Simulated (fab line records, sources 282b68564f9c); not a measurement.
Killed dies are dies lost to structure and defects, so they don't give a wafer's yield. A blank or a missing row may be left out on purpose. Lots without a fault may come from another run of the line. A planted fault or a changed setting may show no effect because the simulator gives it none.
fab line records | flow rit_cmos
record lots=7 wafers=21 last_day=7
route steps=202 shown NWELL@35 PWELL@39 WELLDRIVE@50 M1@202
lots that met no fault: from a run of the same line without faults
start_h: hours from the record's first day to the start of the lot's first wafer shown | wait_h: hours since the lot's step before | " the same as in the row above | L1.1+2: a row that stands for several wafers | - no value, or no start given | * or withheld: withheld | < > ~ a bound
route shown NAME@n: a module of which the file shows steps, and the number in the route of the first | usual: mean/standard deviation of fault-free wafers | same: alike in all rows | chamber/n: place in a boat | sites: the reading at each site | _std_site: their standard deviation | _edge_site: outer sites' mean less inner sites' | radius_mm: how far each site lies from the wafer's centre | mask NAME#n: copy n | behind: the tool/chamber that last shaped the wafer | hold: why the lot was held/for how many hours/how that ended | device: the transistor (n, p or np) that didn't switch | end of line: the same wafers' tests at the end of the route | a step without rows: its recipe alone | killed: dies lost to structure and defects at the first sort, not the wafer's yield | map: a wafer's dies, x killed, . not, _ none there
set.NAME: the setting as run; set.NAME@STEP: as run at that earlier step | model.NAME: the simulator's own value behind a step, which no gauge read
lots at some steps of the route; a table a step, a row a wafer
services: from which hour (start_h, from the record's first day; less than 0 if before it) a tool's chamber was out of use, for how many hours, and why
## steps
# step RIT_NWELL_HARDBAKE_07
# recipe resist=NOVOLAK temp_c=140 time_s=120
# step RIT_NWELL_IMPLANT_08
# recipe species=P energy_kev=170 dose_cm2=5e+13 tilt_deg=7
# step RIT_NWELL_STRIP_09
# recipe chemistry=O2 time_s=180 resist=NOVOLAK platen_temp_c=withheld power_w=500 pressure_mtorr=4000 o2_flow_sccm=4000
# usual drypump_motor_current_A=5.7/0.31
# columns lot.wafer tool chamber start_h wait_h drypump_motor_current_A rf_hours_counter_h
L160.1 plasma_asher-01 1 48.87 0.1 5.6 40
L160.3 " 1 " " 5.7 -
L160.4 " 0 " " 6.1 -
L163.1 plasma_asher-01 1 66.96 0.1 5.6 42
L163.5 " 1 " " 5.6 -
L163.6 " 0 " " 6.1 -
L166.4 plasma_asher-02 1 79.17 0.1 5.9 -
L166.5 " 0 " " 5.7 -
L166.6 " 1 " " 5.9 -
L167.3 plasma_asher-01 1 83.33 0.1 5.7 -
L167.4 " 0 " " 6.1 -
L167.5 " 1 " " 5.7 -
L169.1 plasma_asher-04 1 92.14 0.1 5.5 30
L169.2 " 0 " " 5.0 30
L169.3 " 1 " " 5.5 -
L171.3 plasma_asher-01 1 102.91 0.1 5.6 -
L171.4 " 0 " " 6.2 -
L171.6 " 1 " " 5.6 -
L175.4 plasma_asher-02 0 122.45 0.1 5.7 -
L175.5 " 0 " " 5.7 -
L175.6 " 1 " " 5.9 -
# step RIT_NWELL_TW_MEAS_10
# usual NWELL_TW=2128/25
# columns lot.wafer tool chamber start_h wait_h NWELL_TW
L160.1 film_metro-02 - 49.04 0.1 2162
L160.3 " - " " 2162
L160.4 " - " " 2149
L163.1 film_metro-01 - 67.14 0.1 2098
L163.5 " - " " 2101
L163.6 " - " " 2074
L166.4 film_metro-04 - 79.32 0.1 2139
L166.5 " - " " 2131
L166.6 " - " " 2139
L167.3 film_metro-02 - 83.47 0.1 2138
L167.4 " - " " 2138
L167.5 " - " " 2142
L169.1 film_metro-04 - 92.32 0.1 2153
L169.2 " - " " 2147
L169.3 " - " " 2143
L171.3 film_metro-04 - 103.04 0.1 2154
L171.4 " - " " 2149
L171.6 " - " " 2162
L175.4 film_metro-02 - 122.59 0.1 2134
L175.5 " - " " 2133
L175.6 " - " " 2137
# step RIT_PWELL_HMDS_00
# recipe prime_time_s=60 prime_temp_c=140
# step RIT_PWELL_COAT_01
# recipe resist=NOVOLAK spin_rpm=2000 resist_thk_nm=1300
# step RIT_PWELL_SOFTBAKE_02
# recipe resist=NOVOLAK temp_c=90 time_s=60
# step RIT_PWELL_EXPOSE_03
# recipe mask_id=M3 na=0.57 target_cd_nm=43700 dose_mj=250
# step RIT_PWELL_PEB_04
# recipe resist=NOVOLAK temp_c=withheld time_s=withheld
# step RIT_PWELL_DEVELOP_05
# recipe resist=NOVOLAK develop_time_s=68 dev_temp_c=23
# step RIT_PWELL_OVL_MEAS_06
# usual PWELL_OVL=-0.3/1
# columns lot.wafer tool chamber start_h wait_h PWELL_OVL[nm]
L160.1 overlay-02 - 49.98 - 1.1
L160.3 " - " " 0.1
L160.4 " - " " 0.9
L163.1 overlay-01 - 68.20 - -0.5
L163.5 " - " " -0.1
L163.6 " - " " -0.5
L166.4 overlay-01 - 80.40 - -1.9
L166.5 " - " " -1.8
L166.6 " - " " -0.1
L167.3 overlay-01 - 84.52 - 0.4
L167.4 " - " " 0.0
L167.5 " - " " 1.2
L169.1 overlay-01 - 93.38 - -0.1
L169.2 " - " " -0.4
L169.3 " - " " -0.7
L171.3 overlay-01 - 104.10 - 0.4
L171.4 " - " " 0.5
L171.6 " - " " -0.2
L175.4 overlay-02 - 123.52 - 1.0
L175.5 " - " " 1.2
L175.6 " - " " 0.9
# step RIT_PWELL_HARDBAKE_07
# recipe resist=NOVOLAK temp_c=140 time_s=120
# step RIT_PWELL_IMPLANT_08
# recipe species=B energy_kev=171.1 dose_cm2=7e+13 tilt_deg=7
# usual beam_energy_keV=171.10/0.056 faraday_current_uA=222/4.5
# same implant_ion_amu=11
# columns lot.wafer tool chamber start_h wait_h beam_energy_keV faraday_current_uA
L160.1 implanter-04 0 50.27 0.2 171.01 228
L160.3 " 0 " " 171.05 220
L160.4 " 0 " " 171.05 226
L163.1 implanter-04 0 68.49 0.2 171.02 216
L163.5 " 0 " " 171.04 217
L163.6 " 0 " " 171.12 217
L166.4 implanter-04 0 80.82 0.2 171.08 223
L166.5 " 0 " " 171.13 214
L166.6 " 0 " " 171.11 223
L167.3 implanter-04 0 84.85 0.2 171.28 223
L167.4 " 0 " " 171.21 221
L167.5 " 0 " " 171.24 221
L167.3 implanter-04 0 85.17 0.3 171.13 221
L167.4 " 0 " " 171.15 217
L167.5 " 0 " " 171.10 228
L169.1 implanter-04 0 93.67 0.2 171.09 227
L169.2 " 0 " " 171.15 214
L169.3 " 0 " " 171.07 225
L169.1 implanter-04 0 93.99 0.3 171.10 223
L169.2 " 0 " " 171.07 224
L169.3 " 0 " " 171.12 221
L171.3 implanter-04 0 104.43 0.2 171.10 226
L171.4 " 0 " " 171.03 220
L171.6 " 0 " " 171.03 229
L171.3 implanter-04 0 104.74 0.3 171.09 221
L171.4 " 0 " " 171.10 221
L171.6 " 0 " " 171.09 220
L175.4 implanter-03 0 123.86 0.2 171.11 227
L175.5 " 0 " " 171.12 217
L175.6 " 0 " " 171.16 218
# step RIT_PWELL_STRIP_09
# recipe chemistry=O2 time_s=180 resist=NOVOLAK platen_temp_c=withheld power_w=500 pressure_mtorr=4000 o2_flow_sccm=4000
# usual drypump_motor_current_A=5.7/0.31
# columns lot.wafer tool chamber start_h wait_h drypump_motor_current_A rf_hours_counter_h
L160.1 plasma_asher-03 0 50.42 0.1 5.7 40
L160.3 " 1 " " 6.0 -
L160.4 " 0 " " 5.7 -
L163.1 plasma_asher-04 1 68.64 0.1 5.6 27
L163.5 " 0 " " 5.0 -
L163.6 " 1 " " 5.5 -
L166.4 plasma_asher-03 0 81.03 0.2 5.7 -
L166.5 " 0 " " 5.7 -
L166.6 " 1 " " 6.0 -
L167.3 plasma_asher-03 1 85.32 0.1 6.0 -
L167.4 " 0 " " 5.7 -
L167.5 " 0 " " 5.7 -
L169.1 plasma_asher-03 1 94.14 0.1 6.0 44
L169.2 " 0 " " 5.7 44
L169.3 " 0 " " 5.7 -
L171.3 plasma_asher-02 1 104.90 0.1 5.9 -
L171.4 " 0 " " 5.7 -
L171.6 " 1 " " 5.9 -
L175.4 plasma_asher-02 1 124.00 0.1 5.9 -
L175.5 " 0 " " 5.7 -
L175.6 " 1 " " 5.9 -
# step RIT_PWELL_TW_MEAS_10
# usual PWELL_TW=946/12
# columns lot.wafer tool chamber start_h wait_h PWELL_TW
L160.1 film_metro-04 - 50.59 0.1 953
L160.3 " - " " 952
L160.4 " - " " 956
L163.1 film_metro-02 - 68.81 0.1 960
L163.5 " - " " 959
L163.6 " - " " 957
L166.4 film_metro-04 - 81.17 0.1 957
L166.5 " - " " 955
L166.6 " - " " 951
L167.3 film_metro-04 - 85.46 0.1 1184
L167.4 " - " " 1178
L167.5 " - " " 1186
L167.3 film_metro-04 - 85.69 0.2 1187
L167.4 " - " " 1183
L167.5 " - " " 1183
L169.1 film_metro-02 - 94.31 0.1 1189
L169.2 " - " " 1189
L169.3 " - " " 1186
L169.1 film_metro-02 - 94.54 0.2 1183
L169.2 " - " " 1189
L169.3 " - " " 1186
L171.3 film_metro-01 - 105.04 0.1 1160
L171.4 " - " " 1161
L171.6 " - " " 1159
L171.3 film_metro-01 - 105.32 0.3 1164
L171.4 " - " " 1158
L171.6 " - " " 1165
L175.4 film_metro-02 - 124.14 0.1 954
L175.5 " - " " 945
L175.6 " - " " 953
# step RIT_WELLDRIVE_ANNEAL_00
# recipe temp_c=1100 time_s=14700 ambient=N2
# step RIT_WELLDRIVE_RS_MEAS_01
# recipe thk_meas_gauge=four-point-probe
# usual NWELL_RS=275.5/0.7
# columns lot.wafer tool chamber start_h wait_h NWELL_RS[ohm/sq]
L160.1 film_metro-04 - 56.98 0.0 275.4
L160.3 " - " " 275.3
L160.4 " - " " 275.5
L163.1 film_metro-02 - 73.99 0.0 274.6
L163.5 " - " " 274.6
L163.6 " - " " 275.5
L166.4 film_metro-02 - 86.77 0.1 275.3
L166.5 " - " " 274.7
L166.6 " - " " 275.6
L167.3 film_metro-02 - 92.46 0.0 275.9
L167.4 " - " " 275.8
L167.5 " - " " 275.5
L169.1 film_metro-01 - 102.09 0.0 275.7
L169.2 " - " " 276.0
L169.3 " - " " 275.2
L171.3 film_metro-01 - 112.75 0.1 275.7
L171.4 " - " " 275.0
L171.6 " - " " 275.3
L175.4 film_metro-01 - 130.99 0.1 275.2
L175.5 " - " " 276.3
L175.6 " - " " 275.4
# step RIT_WELLDRIVE_RS_MEAS_02
# recipe thk_meas_gauge=four-point-probe
# usual PWELL_RS=429.3/1.2
# columns lot.wafer tool chamber start_h wait_h PWELL_RS[ohm/sq]
L160.1 film_metro-04 - 57.10 0.1 428.3
L160.3 " - " " 429.1
L160.4 " - " " 428.6
L163.1 film_metro-02 - 74.11 0.1 427.1
L163.5 " - " " 426.8
L163.6 " - " " 426.4
L166.4 film_metro-02 - 86.89 0.1 427.4
L166.5 " - " " 428.7
L166.6 " - " " 429.1
L167.3 film_metro-02 - 92.58 0.1 280.2
L167.4 " - " " 280.8
L167.5 " - " " 280.9
L167.3 film_metro-02 - 92.87 0.3 279.8
L167.4 " - " " 280.2
L167.5 " - " " 281.0
L169.1 film_metro-01 - 102.21 0.1 281.1
L169.2 " - " " 280.9
L169.3 " - " " 280.5
L169.1 film_metro-01 - 102.60 0.4 281.5
L169.2 " - " " 280.6
L169.3 " - " " 281.0
L171.3 film_metro-01 - 112.87 0.1 280.8
L171.4 " - " " 281.9
L171.6 " - " " 280.8
L171.3 film_metro-01 - 113.17 0.3 280.6
L171.4 " - " " 281.4
L171.6 " - " " 280.7
L175.4 film_metro-01 - 131.11 0.1 427.8
L175.5 " - " " 428.5
L175.6 " - " " 428.2
# step RIT_M1_PROBE_99
# usual defect_limited_yield=97.1/1.2 killed_at_contacts=0.1/0.31 killed_at_front_end=8/3.1 killed_dies=8/3.2 killed_open=3.9/2.2 killed_short=3.8/2.1 sort_bin_3_pad_short=0.1/0.23 sort_bin_5_function=1.7/0.86 sort_bin_6_memory=1.1/0.7 sort_n_pass=256/3.2 sort_yield_pct=97.1/1.2
# same gross_dies=264 killed_at_M0_to_M3=0 killed_at_M4_up=0 killed_at_back_side=0 killed_at_other=0
# columns lot.wafer tool chamber start_h wait_h defect_limited_yield[%] killed_at_contacts killed_at_front_end killed_dies killed_open killed_short sort_bin_3_pad_short[%] sort_bin_5_function[%] sort_bin_6_memory[%] sort_n_pass sort_yield_pct[%]
L160.1 prober-02 - 89.03 0.1 98.1 1 4 5 1 4 0 1.1 0.8 259 98.1
L160.3 prober-02 - 89.13 0.2 97.0 0 8 8 4 4 0.4 1.1 1.5 256 97.0
L160.4 prober-02 - 89.18 0.2 98.5 0 4 4 3 1 0 1.5 0 260 98.5
L163.1 prober-02 - 108.59 0.1 95.5 0 12 12 6 6 0 3.4 1.1 252 95.5
L163.5 prober-02 - 108.79 0.2 97.3 0 7 7 3 4 0.4 1.9 0.4 257 97.3
L163.6 prober-02 - 108.84 0.2 97.0 0 8 8 4 4 0.4 0.8 1.9 256 97.0
# killed by level:class
L160.1 REOX:geometric_particle:short=2 FOX1:geometric_particle:open=1 GATE:geometric_particle:short=1 CONTACT:geometric_particle:short=1
L160.3 FOX2:geometric_particle:short=2 GATE:geometric_particle:open=2 FOX1:geometric_particle:open=1 GATE:geometric_particle:short=1 SPACER:geometric_particle:short=1 SPACER:geometric_particle:open=1
L160.4 SPACER:geometric_particle:open=2 FOX1:geometric_particle:open=1 SPACER:geometric_particle:short=1
L163.1 GATE:geometric_particle:open=4 GATE:geometric_particle:short=2 SPACER:geometric_particle:short=2 FOX1:geometric_particle:short=1 REOX:geometric_particle:open=1 REOX:geometric_particle:short=1 SILICIDE:geometric_particle:open=1
L163.5 SILICIDE:geometric_particle:open=2 SILICIDE:geometric_particle:short=2 FOX2:geometric_particle:open=1 GATE:geometric_particle:short=1 SPACER:geometric_particle:short=1
L163.6 FOX1:geometric_particle:short=2 FOX2:geometric_particle:open=2 FOX2:geometric_particle:short=1 REOX:geometric_particle:open=1 SILICIDE:geometric_particle:open=1 SILICIDE:geometric_particle:short=1
## services
# columns tool chamber start_h hours kind
implanter-04 - 35.09 3.4 repair
plasma_asher-01 - 55.06 1.2 repair
implanter-03 - 57.50 1.7 repair
implanter-04 - 64.76 1.3 repair
implanter-03 - 65.47 4.7 pm
implanter-04 - 69.34 5.4 repair
implanter-03 - 70.16 3.2 pm
plasma_asher-02 - 72.75 2.8 pm
implanter-03 - 84.58 10.2 repair
implanter-04 - 94.46 5.6 pm
plasma_asher-01 - 108.90 9.0 pm
plasma_asher-01 0 108.90 9.0 vent_cycle
plasma_asher-01 1 108.90 9.0 vent_cycle
plasma_asher-01 0 117.90 - clean
plasma_asher-01 1 117.90 - clean
implanter-04 - 123.43 2.4 repair
## key
first_sign step=RIT_PWELL_IMPLANT_08 reading=visit direction=added
effect step=RIT_PWELL_TW_MEAS_10 reading=visit direction=added
effect step=RIT_PWELL_TW_MEAS_10 reading=PWELL_TW direction=up sigmas=20 usual=946 struck=1177
effect step=RIT_WELLDRIVE_RS_MEAS_02 reading=visit direction=added
effect step=RIT_WELLDRIVE_RS_MEAS_02 reading=PWELL_RS direction=down sigmas=99+ usual=429.3 struck=280.9
met_at RIT_PWELL_IMPLANT_08
struck_wafers L167.3,L167.4,L167.5,L169.1,L169.2,L169.3,L171.3,L171.4,L171.6
scrapped_behind RIT_WELLDRIVE_RS_MEAS_02 L167.3,L167.4,L167.5,L169.1,L169.2,L169.3,L171.3,L171.4,L171.6
fault kind=repeated_step_whole tool=implanter-02,implanter-03,implanter-04 chamber=- onset_h=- steps=RIT_PWELL_IMPLANT_08 times=1 scope=struck_lots_only
